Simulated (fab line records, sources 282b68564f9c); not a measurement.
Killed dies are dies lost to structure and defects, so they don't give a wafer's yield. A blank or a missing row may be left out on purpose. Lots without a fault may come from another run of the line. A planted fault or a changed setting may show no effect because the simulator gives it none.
fab line records | flow rit_cmos
record lots=14 wafers=42 last_day=7
route steps=202 shown GATE@93 NLDD@109 PLDD@118
lots that met no fault: from a run of the same line without faults
start_h: hours from the record's first day to the start of the lot's first wafer shown | wait_h: hours since the lot's step before | " the same as in the row above | L1.1+2: a row that stands for several wafers | - no value, or no start given | * or withheld: withheld | < > ~ a bound
route shown NAME@n: a module of which the file shows steps, and the number in the route of the first | usual: mean/standard deviation of fault-free wafers | same: alike in all rows | chamber/n: place in a boat | sites: the reading at each site | _std_site: their standard deviation | _edge_site: outer sites' mean less inner sites' | radius_mm: how far each site lies from the wafer's centre | mask NAME#n: copy n | behind: the tool/chamber that last shaped the wafer | hold: why the lot was held/for how many hours/how that ended | device: the transistor (n, p or np) that didn't switch | end of line: the same wafers' tests at the end of the route | a step without rows: its recipe alone | killed: dies lost to structure and defects at the first sort, not the wafer's yield | map: a wafer's dies, x killed, . not, _ none there
set.NAME: the setting as run; set.NAME@STEP: as run at that earlier step | model.NAME: the simulator's own value behind a step, which no gauge read
steps of the route over a sample of lots; a table a step, a row a wafer
## steps
# step RIT_GATE_OVL_MEAS_17
# usual GATE_OVL=-0.9/1.4
# columns lot.wafer tool chamber start_h wait_h GATE_OVL[nm]
L541.2 overlay-02 - 54.11 0.1 -2.9
L541.5 " - " " -3.9
L541.6 " - " " -3.5
L546.4 overlay-01 - 86.78 0.1 0.3
L546.5 " - " " 1.8
L546.6 " - " " 0.7
L547.2 overlay-02 - 86.88 0.1 0.7
L547.4 " - " " 0.0
L547.6 " - " " -1.1
L548.2 overlay-01 - 93.71 0.1 -1.5
L548.3 " - " " -0.1
L548.6 " - " " 0.6
L552.1 overlay-01 - 113.06 0.1 0.1
L552.5 " - " " -0.3
L552.6 " - " " -0.6
L551.1 overlay-01 - 113.32 0.1 -4.0
L551.2 " - " " -2.2
L551.6 " - " " -2.7
L555.3 overlay-02 - 123.64 0.1 -1.2
L555.4 " - " " -0.8
L555.5 " - " " -1.5
L554.1 overlay-01 - 123.91 0.1 -0.8
L554.5 " - " " -0.9
L554.6 " - " " -1.3
L553.1 overlay-02 - 123.92 0.1 -1.0
L553.4 " - " " -2.4
L553.6 " - " " -1.4
L559.3 overlay-02 - 138.41 0.1 -2.3
L559.4 " - " " -1.3
L559.6 " - " " -2.3
L560.3 overlay-02 - 141.61 0.1 -1.5
L560.4 " - " " -1.1
L560.5 " - " " -1.1
L561.4 overlay-02 - 146.09 0.1 0.9
L561.5 " - " " 1.8
L561.6 " - " " 0.1
L563.3 overlay-02 - 155.04 0.1 -0.7
L563.5 " - " " -1.5
L563.6 " - " " 0.6
L564.1 overlay-02 - 156.92 0.1 -2.0
L564.2 " - " " -2.1
L564.3 " - " " -1.1
# step RIT_NLDD_OVL_MEAS_06
# usual NLDD_OVL=-0.1/1.6
# columns lot.wafer tool chamber start_h wait_h NLDD_OVL[nm]
L541.2 overlay-02 - 59.76 - -1.3
L541.5 " - " " 0.1
L541.6 " - " " -0.1
L547.2 overlay-02 - 91.60 - -3.8
L547.4 " - " " -2.5
L547.6 " - " " -0.8
L546.4 overlay-01 - 94.36 - -3.6
L546.5 " - " " -3.4
L546.6 " - " " -1.5
L548.2 overlay-01 - 98.75 - 2.3
L548.3 " - " " 0.7
L548.6 " - " " 2.2
L551.1 overlay-01 - 119.85 - -2.6
L551.2 " - " " -3.5
L551.6 " - " " -3.0
L552.1 overlay-02 - 119.97 - 0.4
L552.5 " - " " -0.8
L552.6 " - " " -0.4
L555.3 overlay-02 - 129.08 - 2.5
L555.4 " - " " 1.5
L555.5 " - " " 1.1
L553.1 overlay-01 - 129.18 - 1.1
L553.4 " - " " 0.9
L553.6 " - " " 1.4
L554.1 overlay-01 - 131.77 - -2.6
L554.5 " - " " -1.1
L554.6 " - " " -0.5
L559.3 overlay-02 - 142.97 - -0.7
L559.4 " - " " -0.2
L559.6 " - " " -0.5
L560.3 overlay-02 - 147.26 - -1.2
L560.4 " - " " -1.6
L560.5 " - " " -2.3
L561.4 overlay-01 - 151.56 - 1.3
L561.5 " - " " 1.8
L561.6 " - " " 1.7
L563.3 overlay-01 - 159.58 - 1.2
L563.5 " - " " 0.9
L563.6 " - " " -0.3
L564.1 overlay-02 - 161.95 - 0.9
L564.2 " - " " 1.3
L564.3 " - " " 1.6
# step RIT_PLDD_PEB_04
# recipe resist=NOVOLAK temp_c=withheld time_s=withheld
# usual chill_plate_temp_C=* exhaust_pa=44.9/0.95
# columns lot.wafer tool chamber start_h wait_h chill_plate_temp_C exhaust_pa
L541.2 litho_track-02 0 60.92 0.1 * 43.8
L541.5 " 0 " " * 45.5
L541.6 " 0 " " * 45.5
L547.2 litho_track-01 0 92.75 0.1 * 43.7
L547.4 " 0 " " * 45.2
L547.6 " 0 " " * 44.3
L546.4 litho_track-01 0 95.55 0.1 * 47.3
L546.5 " 0 " " * 44.4
L546.6 " 0 " " * 45.8
L548.2 litho_track-01 0 100.54 0.1 * 45.6
L548.3 " 0 " " * 44.6
L548.6 " 0 " " * 44.4
L551.1 litho_track-02 0 121.22 0.1 * 44.2
L551.2 " 0 " " * 45.7
L551.6 " 0 " " * 46.9
L552.1 litho_track-03 0 121.49 0.3 * 43.5
L552.5 " 0 " " * 44.3
L552.6 " 0 " " * 45.7
L553.1 litho_track-02 0 130.65 0.3 * 45.1
L553.4 " 0 " " * 46.7
L553.6 " 0 " " * 45.9
L555.3 litho_track-01 0 130.70 0.4 * 44.0
L555.4 " 0 " " * 44.7
L555.5 " 0 " " * 45.2
L554.1 litho_track-02 0 133.13 0.1 * 43.9
L554.5 " 0 " " * 43.7
L554.6 " 0 " " * 45.6
L559.3 litho_track-01 - 144.44 0.3 - -
L559.4 " - " " - -
L559.6 " - " " - -
L560.3 litho_track-02 - 148.56 0.1 - -
L560.4 " - " " - -
L560.5 " - " " - -
L561.4 litho_track-03 0 153.00 0.2 * 44.7
L561.5 " 0 " " * 45.0
L561.6 " 0 " " * 44.2
L563.3 litho_track-03 0 160.76 0.1 * 45.6
L563.5 " 0 " " * 45.7
L563.6 " 0 " " * 45.7
L564.1 litho_track-02 0 163.09 0.1 * 45.7
L564.2 " 0 " " * 46.4
L564.3 " 0 " " * 46.4
# step RIT_PLDD_OVL_MEAS_06
# usual PLDD_OVL=-1.0/1.4
# columns lot.wafer tool chamber start_h wait_h PLDD_OVL[nm]
L541.2 overlay-02 - 61.18 - -1.8
L541.5 " - " " -1.9
L541.6 " - " " -2.3
L547.2 overlay-02 - 93.02 - 1.8
L547.4 " - " " -0.5
L547.6 " - " " 1.5
L546.4 overlay-02 - 95.78 - -1.0
L546.5 " - " " -0.5
L546.6 " - " " -0.4
L548.2 overlay-01 - 100.81 - -2.8
L548.3 " - " " -3.5
L548.6 " - " " -2.8
L551.1 overlay-01 - 121.50 - -0.1
L551.2 " - " " -0.5
L551.6 " - " " 0.1
L552.1 overlay-02 - 121.78 - 0.0
L552.5 " - " " 0.2
L552.6 " - " " 1.3
L553.1 overlay-01 - 130.93 - -0.9
L553.4 " - " " -1.3
L553.6 " - " " -1.3
L555.3 overlay-02 - 130.95 - -2.5
L555.4 " - " " -2.1
L555.5 " - " " -1.7
L554.1 overlay-01 - 133.43 - -0.3
L554.5 " - " " -0.8
L554.6 " - " " -1.6
L559.3 overlay-01 - 144.68 - -3.9
L559.4 " - " " -2.8
L559.6 " - " " -1.3
L560.3 overlay-01 - 148.80 - -2.9
L560.4 " - " " -4.5
L560.5 " - " " -2.3
L561.4 overlay-02 - 153.23 - 0.2
L561.5 " - " " -0.3
L561.6 " - " " 1.0
L563.3 overlay-02 - 161.00 - -2.2
L563.5 " - " " -0.8
L563.6 " - " " -0.6
L564.1 overlay-01 - 163.37 - 0.8
L564.2 " - " " -0.2
L564.3 " - " " -0.9
## key
first_sign step=RIT_PLDD_PEB_04 reading=tool_record direction=missing
effect none on later readings
met_at RIT_PLDD_PEB_04
struck_lots L559,L560
sort_left_out L559.3,L559.4,L559.6,L560.3,L560.4,L560.5
tester_left_out L559,L560
not_acting_at RIT_GATE_OVL_MEAS_17,RIT_NLDD_OVL_MEAS_06,RIT_PLDD_OVL_MEAS_06
onset_between 133.13 144.44
fault kind=skipped_step_whole tool=litho_track-01,litho_track-02 chamber=- onset_h=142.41 steps=RIT_PLDD_PEB_04 scope=struck_lots_only
# tester_left_out: of these lots the tester's yield and bins aren't shown, on N5 and GAA mostly nor the transistor test; their killed dies are dies lost to structure and defects alone, not to doping, threshold or leakage, so they don't give the yield
# sort_left_out: the simulated sort isn't trusted on such a fault, so these wafers' sort isn't shown, and their yield isn't known
